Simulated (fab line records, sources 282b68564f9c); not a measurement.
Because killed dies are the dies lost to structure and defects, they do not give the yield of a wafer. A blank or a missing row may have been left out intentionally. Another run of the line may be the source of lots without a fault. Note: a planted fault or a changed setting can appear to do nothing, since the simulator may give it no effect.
A lot that was struck, set against a sound lot | flow rit-cmos | 44 out of 202 route steps
Sound: the wafers L993.1, L993.2, L993.3. Wafers struck: L992.1, L992.2, L992.6. Last of all comes the cause.
Each step with rows lists, per side, the tool, then ch with its chambers, then its first start. Under that, the readings that differ: sound wafers | struck wafers | difference of the means | sigmas: that difference in standard deviations of wafers without a fault.
alike: readings with means less than 2 such deviations apart, plus words and numbers identical on both sides. not compared: withheld readings, readings lacking a value on some wafer, bounds such as >300 that could conceal the same value, and numbers that have no deviation in the record and whose values overlap.
Wherever a step has rows on one side only, a row that says differs or no value, or a row with sigmas, the two part there. Numbers that have no deviation but don't overlap get no sigmas and don't part them. Lack of a reading on every wafer of one side parts them only where that side has two or more wafers.

first, 2 steps without rows for these wafers: RIT_ACTIVE_CLEAN_17 (cleans in SC2, time 600 s); RIT_FOX1_OXIDATION_00 (target thk 350.7 nm, ox time 1130 s).
RIT_FOX1_THK_MEAS_01:
  sound on film-metro-01, day 5 23:19; struck on film-metro-04, day 5 16:30
  alike: FOX1_OXIDE_THK
then, 2 steps without rows for these wafers: RIT_FOX1_WET_ETCH_02 (etches SiO2 in BOE, target depth 350 nm, time 390 s); RIT_FOX2_OXIDATION_00 (target thk 350.7 nm, ox time 1130 s).
RIT_FOX2_THK_MEAS_01:
  sound on film-metro-02, day 6 00:49; struck on film-metro-02, day 5 18:53
  alike: FOX2_OXIDE_THK
then, 2 steps without rows for these wafers: RIT_FOX2_CLEAN_02 (cleans in dHF, time 180 s); RIT_FOX2_WET_ETCH_03 (etches Si3N4 in H3PO4, target depth 195 nm, time 2700 s).
RIT_FOX2_THK_MEAS_90:
  sound on film-metro-04, day 6 01:42; struck on film-metro-03, day 5 19:46
  alike: FIELD_OXIDE_LEFT_1_THK
then, 3 steps without rows for these wafers: RIT_NWELL_HMDS_00 (prime time 60 s); RIT_NWELL_COAT_01 (resist thk 1300 nm); RIT_NWELL_SOFTBAKE_02 (time 60 s).
RIT_NWELL_EXPOSE_03: exposes mask M2, target cd 43900 nm.
  sound on iline-stepper-01 ch 0, day 6 02:20; struck on iline-stepper-02 ch 0, day 5 20:24
  reading                       | sound                   | struck               | difference | sigmas
  model.NWELL.overlay-x-nm (nm) | -0.7388 -0.7388 -0.7388 | -180.9 -180.9 -180.9 | -180.2     |
  alike: mask, exposure-dose-mJ-cm2
then, 2 steps without rows for these wafers: RIT_NWELL_PEB_04; RIT_NWELL_DEVELOP_05 (develop time 68 s).
RIT_NWELL_OVL_MEAS_06:
  sound on overlay-02, day 6 02:46; struck on overlay-01, day 5 20:50
  reading        | sound         | struck               | difference | sigmas
  NWELL_OVL (nm) | -0.4 -2.2 0.0 | -182.3 -181.1 -182.3 | -181.0     | -99 or more
then, 2 steps without rows for these wafers: RIT_NWELL_HARDBAKE_07 (time 120 s); RIT_NWELL_IMPLANT_08.
RIT_NWELL_STRIP_09: strips in O2, time 180 s.
  sound on plasma-asher-04 ch 0,1, day 6 03:12; struck on plasma-asher-03 ch 0,1, day 5 21:16
  alike: drypump-motor-current-A
  not compared: rf-hours-counter-h
RIT_NWELL_TW_MEAS_10:
  sound on film-metro-01, day 6 03:23; struck on film-metro-01, day 5 21:26
  alike: NWELL_TW
then, 6 steps without rows for these wafers: RIT_PWELL_HMDS_00 (prime time 60 s); RIT_PWELL_COAT_01 (resist thk 1300 nm); RIT_PWELL_SOFTBAKE_02 (time 60 s); RIT_PWELL_EXPOSE_03 (exposes mask M3, target cd 43700 nm); RIT_PWELL_PEB_04; RIT_PWELL_DEVELOP_05 (develop time 68 s).
RIT_PWELL_OVL_MEAS_06:
  sound on overlay-02, day 6 04:26; struck on overlay-02, day 5 22:30
  alike: PWELL_OVL
then, 2 steps without rows for these wafers: RIT_PWELL_HARDBAKE_07 (time 120 s); RIT_PWELL_IMPLANT_08.
RIT_PWELL_STRIP_09: strips in O2, time 180 s.
  sound on plasma-asher-01 ch 0,1, day 6 04:53; struck on plasma-asher-01 ch 0,1, day 5 22:56
  alike: drypump-motor-current-A
  not compared: rf-hours-counter-h
RIT_PWELL_TW_MEAS_10:
  sound on film-metro-02, day 6 05:04; struck on film-metro-02, day 5 23:07
  alike: PWELL_TW
then, 1 step without rows for these wafers: RIT_WELLDRIVE_ANNEAL_00 (time 14700 s).
RIT_WELLDRIVE_RS_MEAS_01: the measuring method here is four-point-probe.
  sound on film-metro-02, day 6 10:12; struck on film-metro-02, day 6 04:16
  alike: NWELL_RS
RIT_WELLDRIVE_RS_MEAS_02: the measuring method here is four-point-probe.
  sound on film-metro-02, day 6 10:19; struck on film-metro-02, day 6 04:23
  alike: PWELL_RS
then, 6 steps without rows for these wafers: RIT_NRETRO_HMDS_00 (prime time 60 s); RIT_NRETRO_COAT_01 (resist thk 1300 nm); RIT_NRETRO_SOFTBAKE_02 (time 60 s); RIT_NRETRO_EXPOSE_03 (exposes mask M4, target cd 43900 nm); RIT_NRETRO_PEB_04; RIT_NRETRO_DEVELOP_05 (develop time 68 s).
RIT_NRETRO_OVL_MEAS_06:
  sound on overlay-02, day 6 11:26; struck on overlay-01, day 6 05:30
  alike: NRETRO_OVL
then, 1 step without rows for these wafers: RIT_NRETRO_HARDBAKE_07 (time 120 s).
RIT_GATE_ETCH_19: etches poly-Si in SF6/CHF3/O2, stops on SiO2, time 165 s, target depth 312.5 nm.
  sound on rie-si-01 ch 0,1,2, day 6 21:35; struck on rie-si-02 ch 0,1, day 6 12:57
  reading               | sound             | struck            | difference | sigmas
  SF6_flow_sccm (sccm)  | 29.96 29.96 29.88 | 30.14 30.03 30.22 | +0.20      | +2
  model.GATE.cd-nm (nm) | 148.8 150 149.2   | 134.4 134.3 134.7 | -14.9      |
  alike: O2_flow_sccm, drypump-motor-current-A, oes-product-au, throttle-valve-pct
  not compared: rf-hours-counter-h
RIT_M1_PROBE_99:
  sound on prober-02, day 7 17:26; struck on prober-01, day 7 09:09
  reading                                 | sound             | struck            | difference | sigmas
  killed-at-contacts                      | 0 0 0             | 0 0 1             | +0         | +2
  model.etest.pmos_0p15.r-on-ohm-um       | 2656 2714 2645    | 2440 2480 2509    | -195       |
  model.etest.pmos-turned.r-on-ohm-um     | 3289 3317 3251    | 3107 3163 3212    | -125       |
  model.etest.nmos_0p15.r-on-ohm-um       | 1108 1134 1105    | 1021 1051 1059    | -72        |
  model.etest.nmos_0p15.drive-ua-um       | 493.7 486.6 497.3 | 533.5 528.5 518.8 | +34.4      |
  model.etest.pmos_0p15.drive-ua-um       | 267.6 265.4 270.3 | 298.1 295.6 285.9 | +25.4      |
  model.etest.well-edge-right.line-ohm-um | 182.3 182.1 181   | 193.9 192.7 192.5 | +11.2      |
  model.etest.npoly-line.line-ohm-um      | 170.6 167.3 169.6 | 201.4 200.9 196.2 | +30.3      |
  model.etest.ppoly-line.line-ohm-um      | 163.2 160.8 164.3 | 193.2 194 191.1   | +30.0      |
  alike: killed_at_M0_to_M3, killed-at-front-end, killed-dies, killed-open, killed-short

== WHERE THEY PART ==
Earliest at RIT_NWELL_OVL_MEAS_06; latest, in this record, at RIT_M1_PROBE_99.

WHY: what had been put in by the simulator
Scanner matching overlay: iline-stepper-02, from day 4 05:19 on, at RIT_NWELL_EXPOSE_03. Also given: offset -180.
